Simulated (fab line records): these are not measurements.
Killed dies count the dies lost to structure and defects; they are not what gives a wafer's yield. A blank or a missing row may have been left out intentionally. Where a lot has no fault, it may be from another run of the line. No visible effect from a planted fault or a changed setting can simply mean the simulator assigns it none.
fab line records    flow berkeley-cmos170    part 1 of 2: steps 1 to 31 of 41
record: lots: 5  wafers: 15  last-day: 11
route steps=331 shown FIELD@92 SACOX@97 SCREENOX@100 NVT@104 PVT@115 GATE@125
lots untouched by any fault: they come from a run of this same line in which no faults occurred
start-h: the number of hours between the record's first day and the start of the first shown wafer of the lot    wait-h: hours elapsed since this lot's preceding step    " identical to the entry in the row above    L1.1+2: a single row standing in for several wafers    - no value, or no start was given    * or withheld: withheld    < > ~ a bound
route shown NAME@n: NAME is a module with steps in the file, n the number in the route of the first one    usual: mean/standard deviation taken from wafers without a fault    same: alike in all rows    chamber/n: place in a boat    sites: the reading at each site    _std_site: their standard deviation    _edge_site: mean of outer sites minus mean of inner sites    radius-mm: for every site, how far away it sits from the centre of the wafer    mask NAME#n: copy n    behind: the most recent tool/chamber to have shaped the wafer    hold: why the lot went on hold/how many hours it stayed there/how the hold came to an end    device: names the non-switching transistor (n, p or np)    end of line: at the end of the route, the tests of the same wafers    a step given without rows: its recipe and nothing more    killed: at the first sort, the dies lost to defects and structure; wafer yield is something else    map: a wafer's dies, marking killed ones x, the rest . and places with no die _
set.NAME: the setting that was run; set.NAME@STEP: the one run at that earlier step    model.NAME: the simulator's own value behind a step, which no gauge read
a table for each step, a row for each wafer; lots at some steps of the route
services: when a tool's chamber went out of use (start-h, in hours from the record's first day, below 0 if earlier), for how many hours, and the reason
== steps ==
step: UCB170_FIELD_ANNEAL_03
recipe: temp-c: 1000  time-s: 1200  ambient: N2
lot.wafer   tool        chamber  start-h  wait-h
L082.4+5+6  furnace-03  0        134.72   2.4
L084.2+4+5  furnace-02  0        144.62   4.2
L085.2+4+5  furnace-04  0        151.44   1.4
L087.2+4+5  furnace-02  0        159.30   1.6
L090.3+4+5  furnace-03  0        176.39   3.6
step: UCB170_FIELD_WET_ETCH_04
recipe: chemistry: dHF  dilution: 10:1  target: SiO2  temp-c: 25  time-s: 61.27
usual: temp-c: 24.97/0.11
lot.wafer  tool          chamber  start-h  wait-h  temp-c
L082.4     wet-bench-02  2        136.05   0.0     24.97
L082.5     "             2        "        "       25.14
L082.6     "             2        "        "       24.89
L084.2     wet-bench-02  3        145.95   0.0     24.90
L084.4     "             3        "        "       24.83
L084.5     "             3        "        "       25.13
L085.2     wet-bench-02  1        152.99   0.2     24.85
L085.4     "             1        "        "       24.83
L085.5     "             1        "        "       24.76
L087.2     wet-bench-04  2        160.63   0.0     25.01
L087.4     "             2        "        "       25.06
L087.5     "             2        "        "       24.98
L090.3     wet-bench-02  3        177.72   0.0     24.83
L090.4     "             3        "        "       24.94
L090.5     "             3        "        "       24.94
step: UCB170_FIELD_WET_ETCH_05
recipe: chemistry: H3PO4  target: Si3N4  temp-c: 160  time-s: 12600
usual: temp-c: 160.00/0.16
lot.wafer  tool          chamber  start-h  wait-h  temp-c
L082.4     wet-bench-02  0        136.08   0.0     160.21
L082.5     "             0        "        "       160.00
L082.6     "             0        "        "       160.05
L084.2     wet-bench-03  3        145.98   0.0     160.28
L084.4     "             3        "        "       160.02
L084.5     "             3        "        "       160.25
L085.2     wet-bench-02  1        153.02   0.0     160.13
L085.4     "             1        "        "       160.00
L085.5     "             1        "        "       160.29
L087.2     wet-bench-03  0        160.66   0.0     159.83
L087.4     "             0        "        "       159.90
L087.5     "             0        "        "       160.26
L090.3     wet-bench-03  2        177.74   0.0     159.90
L090.4     "             2        "        "       159.89
L090.5     "             2        "        "       159.90
step: UCB170_FIELD_WET_ETCH_06
recipe: chemistry: BOE  dilution: 5:1  target: SiO2  temp-c: 25  time-s: 22
usual: temp-c: 25.02/0.11
lot.wafer  tool          chamber  start-h  wait-h  temp-c
L082.4     wet-bench-02  2        139.94   0.3     24.91
L082.5     "             2        "        "       24.92
L082.6     "             2        "        "       24.78
L084.2     wet-bench-04  2        150.34   0.2     25.04
L084.4     "             2        "        "       24.95
L084.5     "             2        "        "       24.95
L085.2     wet-bench-04  2        156.52   0.0     24.94
L085.4     "             2        "        "       24.88
L085.5     "             2        "        "       25.03
L087.2     wet-bench-02  2        164.17   0.0     25.14
L087.4     "             2        "        "       25.02
L087.5     "             2        "        "       25.00
L090.3     wet-bench-02  3        181.25   0.0     25.05
L090.4     "             3        "        "       25.04
L090.5     "             3        "        "       24.94
step: UCB170_FIELD_THK_MEAS_90
recipe: reads: SiO2_of_FIELD_OXIDATION_01
usual: FIELD_OXIDE_LEFT_1_THK: 446/11
lot.wafer  tool           chamber  start-h  wait-h  FIELD_OXIDE_LEFT_1_THK[nm]
L082.4     film-metro-04  -        139.98   0.0     448
L082.5     "              -        "        "       446
L082.6     "              -        "        "       442
L084.2     film-metro-01  -        150.36   0.0     430
L084.4     "              -        "        "       432
L084.5     "              -        "        "       424
L085.2     film-metro-04  -        156.55   0.0     444
L085.4     "              -        "        "       452
L085.5     "              -        "        "       449
L087.2     film-metro-03  -        164.19   0.0     425
L087.4     "              -        "        "       424
L087.5     "              -        "        "       434
L090.3     film-metro-03  -        181.29   0.0     464
L090.4     "              -        "        "       460
L090.5     "              -        "        "       465
step: UCB170_SACOX_CLEAN_00
recipe: chemistry: dHF  dilution: 25:1  time-s: 7.5
lot.wafer   tool          chamber  start-h  wait-h
L082.4+5+6  wet-bench-04  3        140.06   0.1
L084.2+4+5  wet-bench-02  3        150.42   0.0
L085.2+4+5  wet-bench-04  0        156.60   0.0
L087.2+4+5  wet-bench-02  2        164.24   0.0
L090.3+4+5  wet-bench-02  2        181.33   0.0
step: UCB170_SACOX_OXIDATION_01
recipe: temp-c: 900  ambient: O2  target-thk-a: 144  ox-time-s: 2400
usual: ox-temp-c: 900.0/0.4
lot.wafer  tool        chamber  start-h  wait-h  ox-temp-c
L082.4     furnace-04  0        143.09   3.0     900.2
L082.5     "           0        "        "       900.3
L082.6     "           0        "        "       900.2
L084.2     furnace-03  0        152.60   2.2     900.0
L084.4     "           0        "        "       900.0
L084.5     "           0        "        "       900.0
L085.2     furnace-03  0        161.12   4.5     901.1
L085.4     "           0        "        "       900.0
L085.5     "           0        "        "       900.4
L087.2     furnace-04  0        166.73   2.5     900.0
L087.4     "           0        "        "       900.0
L087.5     "           0        "        "       900.0
L090.3     furnace-04  0        188.03   6.7     900.2
L090.4     "           0        "        "       900.6
L090.5     "           0        "        "       900.5
step: UCB170_SACOX_THK_MEAS_02
recipe: reads: SiO2_of_SACOX_OXIDATION_01
usual: SACOX_OXIDE_THK: 14.51/0.23
lot.wafer  tool           chamber  start-h  wait-h  SACOX_OXIDE_THK[nm]
L082.4     film-metro-03  -        144.79   0.0     14.74
L082.5     "              -        "        "       14.61
L082.6     "              -        "        "       14.55
L084.2     film-metro-02  -        154.28   0.0     14.59
L084.4     "              -        "        "       14.94
L084.5     "              -        "        "       14.86
L085.2     film-metro-04  -        162.80   0.0     14.44
L085.4     "              -        "        "       14.53
L085.5     "              -        "        "       14.45
L087.2     film-metro-03  -        168.40   0.0     14.47
L087.4     "              -        "        "       14.12
L087.5     "              -        "        "       14.09
L090.3     film-metro-04  -        189.71   0.0     14.51
L090.4     "              -        "        "       14.21
L090.5     "              -        "        "       14.19
step: UCB170_SCREENOX_WET_ETCH_00
recipe: chemistry: dHF  dilution: 25:1  target: SiO2  temp-c: 25  time-s: 200
usual: temp-c: 25.02/0.099
lot.wafer  tool          chamber  start-h  wait-h  temp-c
L082.4     wet-bench-01  3        144.82   0.0     24.89
L082.5     "             3        "        "       25.07
L082.6     "             3        "        "       24.95
L084.2     wet-bench-03  1        155.30   1.0     25.21
L084.4     "             1        "        "       24.99
L084.5     "             1        "        "       25.05
L085.2     wet-bench-02  3        162.85   0.0     25.08
L085.4     "             3        "        "       25.05
L085.5     "             3        "        "       25.04
L087.2     wet-bench-03  3        168.45   0.0     25.02
L087.4     "             3        "        "       25.07
L087.5     "             3        "        "       25.07
L090.3     wet-bench-02  1        189.82   0.1     24.80
L090.4     "             1        "        "       25.07
L090.5     "             1        "        "       24.99
step: UCB170_SCREENOX_OXIDATION_01
recipe: temp-c: 900  ambient: O2  target-thk-a: 144  ox-time-s: 2400
usual: ox-temp-c: 900.0/0.33
lot.wafer  tool        chamber  start-h  wait-h  ox-temp-c
L082.4     furnace-01  0        148.05   3.2     900.4
L082.5     "           0        "        "       899.8
L082.6     "           0        "        "       899.9
L084.2     furnace-02  0        157.63   2.3     899.9
L084.4     "           0        "        "       900.1
L084.5     "           0        "        "       900.2
L085.2     furnace-03  0        166.29   3.4     900.2
L085.4     "           0        "        "       900.3
L085.5     "           0        "        "       899.6
L087.2     furnace-03  0        170.55   2.0     899.8
L087.4     "           0        "        "       900.2
L087.5     "           0        "        "       900.6
L090.3     furnace-01  0        193.84   3.9     899.7
L090.4     "           0        "        "       899.7
L090.5     "           0        "        "       899.3
step: UCB170_SCREENOX_THK_MEAS_02
recipe: reads: SiO2_of_SCREENOX_OXIDATION_01
usual: SCREENOX_OXIDE_THK: 14.44/0.22
lot.wafer  tool           chamber  start-h  wait-h  SCREENOX_OXIDE_THK[nm]
L082.4     film-metro-02  -        149.75   0.0     14.70
L082.5     "              -        "        "       14.43
L082.6     "              -        "        "       14.55
L084.2     film-metro-04  -        159.31   0.0     14.55
L084.4     "              -        "        "       14.53
L084.5     "              -        "        "       14.23
L085.2     film-metro-04  -        167.96   0.0     14.83
L085.4     "              -        "        "       14.94
L085.5     "              -        "        "       14.63
L087.2     film-metro-01  -        172.23   0.0     14.33
L087.4     "              -        "        "       14.19
L087.5     "              -        "        "       14.26
L090.3     film-metro-04  -        195.53   0.0     14.50
L090.4     "              -        "        "       14.66
L090.5     "              -        "        "       14.70
step: UCB170_SCREENOX_ANNEAL_03
recipe: temp-c: 900  time-s: 900  ambient: N2
lot.wafer   tool        chamber  start-h  wait-h
L082.4+5+6  furnace-02  0        150.70   0.9
L084.2+4+5  furnace-01  0        162.74   3.4
L085.2+4+5  furnace-01  0        170.42   2.4
L087.2+4+5  furnace-03  0        175.14   2.9
L090.3+4+5  furnace-03  0        200.16   4.6
step: UCB170_NVT_HMDS_00
recipe: prime-time-s: 60  prime-temp-c: 100
lot.wafer   tool            chamber  start-h  wait-h
L082.4+5+6  litho-track-01  0        152.30   0.4
L084.2+4+5  litho-track-01  0        164.01   0.0
L085.2+4+5  litho-track-04  0        171.86   0.2
L087.2+4+5  litho-track-01  0        176.41   0.0
L090.3+4+5  litho-track-04  0        201.46   0.1
step: UCB170_NVT_COAT_01
recipe: resist: KrF  spin-rpm: 1500  resist-thk-nm: 900
usual: spin-speed-rpm: 1500.0/1
lot.wafer  tool            chamber  start-h  wait-h  spin-speed-rpm
L082.4     litho-track-01  0        152.45   0.1     1498.9
L082.5     "               0        "        "       1499.6
L082.6     "               0        "        "       1500.9
L084.2     litho-track-01  0        164.16   0.1     1501.1
L084.4     "               0        "        "       1499.5
L084.5     "               0        "        "       1499.9
L085.2     litho-track-04  0        172.01   0.1     1500.3
L085.4     "               0        "        "       1500.5
L085.5     "               0        "        "       1499.2
L087.2     litho-track-01  0        176.56   0.1     1501.3
L087.4     "               0        "        "       1499.1
L087.5     "               0        "        "       1501.5
L090.3     litho-track-04  0        201.61   0.1     1500.7
L090.4     "               0        "        "       1501.0
L090.5     "               0        "        "       1500.5
step: UCB170_NVT_SOFTBAKE_02
recipe: resist: KrF  temp-c: 130  time-s: 60
lot.wafer   tool            chamber  start-h  wait-h
L082.4+5+6  litho-track-01  0        152.60   0.1
L084.2+4+5  litho-track-01  0        164.31   0.1
L085.2+4+5  litho-track-04  0        172.16   0.1
L087.2+4+5  litho-track-01  0        176.71   0.1
L090.3+4+5  litho-track-04  0        201.76   0.1
step: UCB170_NVT_EXPOSE_03
recipe: mask-id: PWELL  target-cd-nm: 3000  na: 0.5  sigma-outer: 0.6  source-shape: conventional  dose-mj: 30
usual: reticle-temp-C: 23.02/0.087  stage-vel-mm-s: 499.96/0.26
lot.wafer  tool            chamber  start-h  wait-h  mask     reticle-temp-C  stage-vel-mm-s
L082.4     krf-scanner-02  0        152.87   0.2     PWELL#0  23.08           499.96
L082.5     "               0        "        "       PWELL#0  23.09           500.16
L082.6     "               0        "        "       PWELL#0  22.96           500.26
L084.2     krf-scanner-02  0        164.46   0.1     PWELL#0  22.92           499.45
L084.4     "               0        "        "       PWELL#0  22.84           499.57
L084.5     "               0        "        "       PWELL#0  22.97           500.07
L085.2     krf-scanner-01  0        172.51   0.3     PWELL#0  22.89           499.92
L085.4     "               0        "        "       PWELL#0  23.11           499.75
L085.5     "               0        "        "       PWELL#0  23.14           500.01
L087.2     krf-scanner-02  0        176.98   0.2     PWELL#0  23.01           499.34
L087.4     "               0        "        "       PWELL#0  23.11           499.83
L087.5     "               0        "        "       PWELL#0  22.98           499.67
L090.3     krf-scanner-01  0        202.02   0.2     PWELL#0  22.95           499.79
L090.4     "               0        "        "       PWELL#0  23.02           499.97
L090.5     "               0        "        "       PWELL#0  22.91           499.96
step: UCB170_NVT_PEB_04
recipe: peb-temp-c: 130  peb-time-s: withheld  resist: KrF
lot.wafer   tool            chamber  start-h  wait-h
L082.4+5+6  litho-track-01  0        153.00   0.1
L084.2+4+5  litho-track-01  0        164.58   0.1
L085.2+4+5  litho-track-01  0        172.63   0.1
L087.2+4+5  litho-track-03  0        177.26   0.3
L090.3+4+5  litho-track-04  0        202.36   0.3
step: UCB170_NVT_DEVELOP_05
recipe: developer: TMAH  develop-time-s: 45  resist: KrF  dev-temp-c: 21
usual: developer-temp-C: 21.00/0.1
lot.wafer  tool            chamber  start-h  wait-h  developer-temp-C
L082.4     litho-track-01  0        -        -       20.95
L082.5     "               0        "        "       21.03
L082.6     "               0        "        "       21.08
L084.2     litho-track-01  0        -        -       21.06
L084.4     "               0        "        "       21.07
L084.5     "               0        "        "       21.05
L085.2     litho-track-01  0        -        -       21.07
L085.4     "               0        "        "       21.07
L085.5     "               0        "        "       20.98
L087.2     litho-track-03  0        -        -       20.84
L087.4     "               0        "        "       21.09
L087.5     "               0        "        "       20.82
L090.3     litho-track-04  0        -        -       20.99
L090.4     "               0        "        "       20.90
L090.5     "               0        "        "       20.89
step: UCB170_NVT_OVL_MEAS_06
usual: NVT_OVL: -1/5.4
lot.wafer  tool        chamber  start-h  wait-h  NVT_OVL[nm]
L082.4     overlay-01  -        153.22   -       6
L082.5     "           -        "        "       0
L082.6     "           -        "        "       9
L084.2     overlay-01  -        164.84   -       -8
L084.4     "           -        "        "       -2
L084.5     "           -        "        "       -2
L085.2     overlay-02  -        172.89   -       -5
L085.4     "           -        "        "       -6
L085.5     "           -        "        "       -1
L087.2     overlay-02  -        177.52   -       -6
L087.4     "           -        "        "       -5
L087.5     "           -        "        "       -2
L090.3     overlay-01  -        202.59   -       7
L090.4     "           -        "        "       -1
L090.5     "           -        "        "       6
step: UCB170_NVT_IMPLANT_07
recipe: species: BF2  dose-cm2: 3e+12  energy-kev: 50  tilt-deg: 7
lot.wafer   tool          chamber  start-h  wait-h
L082.4+5+6  implanter-03  0        153.31   0.1
L084.2+4+5  implanter-01  0        164.89   0.0
L085.2+4+5  implanter-03  0        172.94   0.0
L087.2+4+5  implanter-01  0        177.58   0.0
L090.3+4+5  implanter-03  0        202.67   0.1
step: UCB170_NVT_STRIP_08
recipe: chemistry: O2  power-w: 400  pressure-mtorr: 3500  platen-temp-c: withheld  o2-flow-sccm: 400  overash-fraction: 0.5
usual: drypump-motor-current-A: 5.8/0.47  oes-product-au: 0.735/0.0046  strip-time-to-endpoint-s: 21.64/0.057
lot.wafer  tool             chamber  start-h  wait-h  drypump-motor-current-A  oes-product-au  rf-hours-counter-h  strip-time-to-endpoint-s
L082.4     plasma-asher-02  0        153.42   0.1     5.4                      0.726           -                   21.61
L082.5     "                1        "        "       4.7                      0.730           -                   21.69
L082.6     "                0        "        "       5.4                      0.736           -                   21.51
L084.2     plasma-asher-03  0        165.02   0.1     5.6                      0.736           5                   21.62
L084.4     "                1        "        "       5.7                      0.735           -                   21.59
L084.5     "                1        "        "       5.7                      0.734           -                   21.63
L085.2     plasma-asher-03  0        173.07   0.1     5.6                      0.733           6                   21.57
L085.4     "                1        "        "       5.7                      0.734           -                   21.57
L085.5     "                0        "        "       5.6                      0.730           -                   21.63
L087.2     plasma-asher-01  1        177.70   0.1     5.9                      0.731           39                  21.55
L087.4     "                1        "        "       5.9                      0.735           -                   21.59
L087.5     "                0        "        "       6.6                      0.732           -                   21.62
L090.3     plasma-asher-03  0        202.80   0.1     5.6                      0.730           -                   21.56
L090.4     "                1        "        "       5.7                      0.740           -                   21.60
L090.5     "                1        "        "       5.7                      0.733           -                   21.58
step: UCB170_NVT_TW_MEAS_09
usual: NVT_TW: 527/3
lot.wafer  tool           chamber  start-h  wait-h  NVT_TW
L082.4     film-metro-03  -        153.52   0.1     525
L082.5     "              -        "        "       524
L082.6     "              -        "        "       523
L084.2     film-metro-01  -        165.13   0.1     529
L084.4     "              -        "        "       531
L084.5     "              -        "        "       531
L085.2     film-metro-03  -        173.18   0.1     527
L085.4     "              -        "        "       525
L085.5     "              -        "        "       524
L087.2     film-metro-02  -        177.81   0.1     531
L087.4     "              -        "        "       531
L087.5     "              -        "        "       532
L090.3     film-metro-03  -        202.89   0.1     524
L090.4     "              -        "        "       527
L090.5     "              -        "        "       522
step: UCB170_NVT_CLEAN_10
recipe: chemistry: SPM  temp-c: 120  time-s: 600
usual: temp-c: 120.00/0.15
lot.wafer  tool          chamber  start-h  wait-h  temp-c
L082.4     wet-bench-04  3        154.74   1.2     120.12
L082.5     "             3        "        "       120.17
L082.6     "             3        "        "       119.95
L084.2     wet-bench-01  2        165.57   0.4     120.10
L084.4     "             2        "        "       119.95
L084.5     "             2        "        "       119.84
L085.2     wet-bench-01  0        173.33   0.1     120.05
L085.4     "             0        "        "       119.94
L085.5     "             0        "        "       119.99
L087.2     wet-bench-04  1        177.86   0.0     120.18
L087.4     "             1        "        "       120.07
L087.5     "             1        "        "       120.08
L090.3     wet-bench-04  1        202.93   0.0     120.09
L090.4     "             1        "        "       120.12
L090.5     "             1        "        "       120.04
step: UCB170_PVT_HMDS_00
recipe: prime-time-s: 60  prime-temp-c: 100
lot.wafer   tool            chamber  start-h  wait-h
L082.4+5+6  litho-track-02  0        154.99   0.1
L084.2+4+5  litho-track-03  0        165.79   0.0
L085.2+4+5  litho-track-01  0        173.71   0.2
L087.2+4+5  litho-track-03  0        178.32   0.3
L090.3+4+5  litho-track-02  0        203.32   0.2
step: UCB170_PVT_COAT_01
recipe: resist: KrF  spin-rpm: 1500  resist-thk-nm: 900
usual: spin-speed-rpm: 1500.1/1.2
lot.wafer  tool            chamber  start-h  wait-h  spin-speed-rpm
L082.4     litho-track-02  0        155.14   0.1     1502.1
L082.5     "               0        "        "       1499.0
L082.6     "               0        "        "       1499.4
L084.2     litho-track-03  0        165.94   0.1     1499.1
L084.4     "               0        "        "       1498.8
L084.5     "               0        "        "       1499.1
L085.2     litho-track-01  0        173.86   0.1     1500.5
L085.4     "               0        "        "       1501.9
L085.5     "               0        "        "       1500.8
L087.2     litho-track-03  0        178.47   0.1     1498.2
L087.4     "               0        "        "       1500.1
L087.5     "               0        "        "       1499.7
L090.3     litho-track-02  0        203.47   0.1     1499.9
L090.4     "               0        "        "       1500.5
L090.5     "               0        "        "       1499.8
step: UCB170_PVT_SOFTBAKE_02
recipe: resist: KrF  temp-c: 130  time-s: 60
lot.wafer   tool            chamber  start-h  wait-h
L082.4+5+6  litho-track-02  0        155.29   0.1
L084.2+4+5  litho-track-03  0        166.09   0.1
L085.2+4+5  litho-track-01  0        174.01   0.1
L087.2+4+5  litho-track-03  0        178.62   0.1
L090.3+4+5  litho-track-02  0        203.62   0.1
step: UCB170_PVT_EXPOSE_03
recipe: mask-id: NWELL  target-cd-nm: 3000  na: 0.5  sigma-outer: 0.6  source-shape: conventional  dose-mj: 30
usual: reticle-temp-C: 23.00/0.11  stage-vel-mm-s: 499.99/0.22
lot.wafer  tool            chamber  start-h  wait-h  mask     reticle-temp-C  stage-vel-mm-s
L082.4     krf-scanner-02  0        155.54   0.2     NWELL#0  22.93           500.18
L082.5     "               0        "        "       NWELL#0  23.05           500.11
L082.6     "               0        "        "       NWELL#0  23.07           500.19
L084.2     krf-scanner-01  0        166.36   0.2     NWELL#0  23.04           499.87
L084.4     "               0        "        "       NWELL#0  23.04           500.01
L084.5     "               0        "        "       NWELL#0  23.07           500.03
L085.2     krf-scanner-02  0        174.35   0.3     NWELL#0  22.93           499.92
L085.4     "               0        "        "       NWELL#0  22.73           500.22
L085.5     "               0        "        "       NWELL#0  23.04           499.75
L087.2     krf-scanner-02  0        178.76   0.1     NWELL#0  22.85           500.19
L087.4     "               0        "        "       NWELL#0  23.08           500.18
L087.5     "               0        "        "       NWELL#0  22.88           500.36
L090.3     krf-scanner-01  0        203.99   0.3     NWELL#0  23.09           500.50
L090.4     "               0        "        "       NWELL#0  23.06           500.11
L090.5     "               0        "        "       NWELL#0  22.97           500.00
step: UCB170_PVT_PEB_04
recipe: peb-temp-c: 130  peb-time-s: withheld  resist: KrF
lot.wafer   tool            chamber  start-h  wait-h
L082.4+5+6  litho-track-03  0        155.83   0.3
L084.2+4+5  litho-track-03  0        166.48   0.1
L085.2+4+5  litho-track-01  0        174.48   0.1
L087.2+4+5  litho-track-03  0        178.89   0.1
L090.3+4+5  litho-track-01  0        204.52   0.5
step: UCB170_PVT_DEVELOP_05
recipe: developer: TMAH  develop-time-s: 45  resist: KrF  dev-temp-c: 20.11
usual: developer-temp-C: 20.12/0.095
lot.wafer  tool            chamber  start-h  wait-h  developer-temp-C
L082.4     litho-track-03  0        -        -       20.12
L082.5     "               0        "        "       19.97
L082.6     "               0        "        "       20.15
L084.2     litho-track-03  0        -        -       20.09
L084.4     "               0        "        "       20.24
L084.5     "               0        "        "       20.05
L085.2     litho-track-01  0        -        -       20.13
L085.4     "               0        "        "       20.09
L085.5     "               0        "        "       20.14
L087.2     litho-track-03  0        -        -       19.90
L087.4     "               0        "        "       20.21
L087.5     "               0        "        "       19.98
L090.3     litho-track-01  0        -        -       20.25
L090.4     "               0        "        "       20.11
L090.5     "               0        "        "       20.08
step: UCB170_PVT_OVL_MEAS_06
usual: PVT_OVL: -3/5.4
lot.wafer  tool        chamber  start-h  wait-h  PVT_OVL[nm]
L082.4     overlay-01  -        156.05   -       6
L082.5     "           -        "        "       -13
L082.6     "           -        "        "       2
L084.2     overlay-01  -        166.74   -       -10
L084.4     "           -        "        "       -1
L084.5     "           -        "        "       -5
L085.2     overlay-01  -        174.73   -       -2
L085.4     "           -        "        "       5
L085.5     "           -        "        "       -5
L087.2     overlay-02  -        179.14   -       10
L087.4     "           -        "        "       -5
L087.5     "           -        "        "       -13
L090.3     overlay-01  -        204.76   -       -2
L090.4     "           -        "        "       -3
L090.5     "           -        "        "       -3
step: UCB170_PVT_IMPLANT_07
recipe: species: P  dose-cm2: 2e+12  energy-kev: 30  tilt-deg: 7
lot.wafer   tool          chamber  start-h  wait-h
L082.4+5+6  implanter-03  0        156.14   0.1
L084.2+4+5  implanter-03  0        166.79   0.0
L085.2+4+5  implanter-03  0        174.79   0.0
L087.2+4+5  implanter-01  0        179.20   0.0
L090.3+4+5  implanter-01  0        204.84   0.1
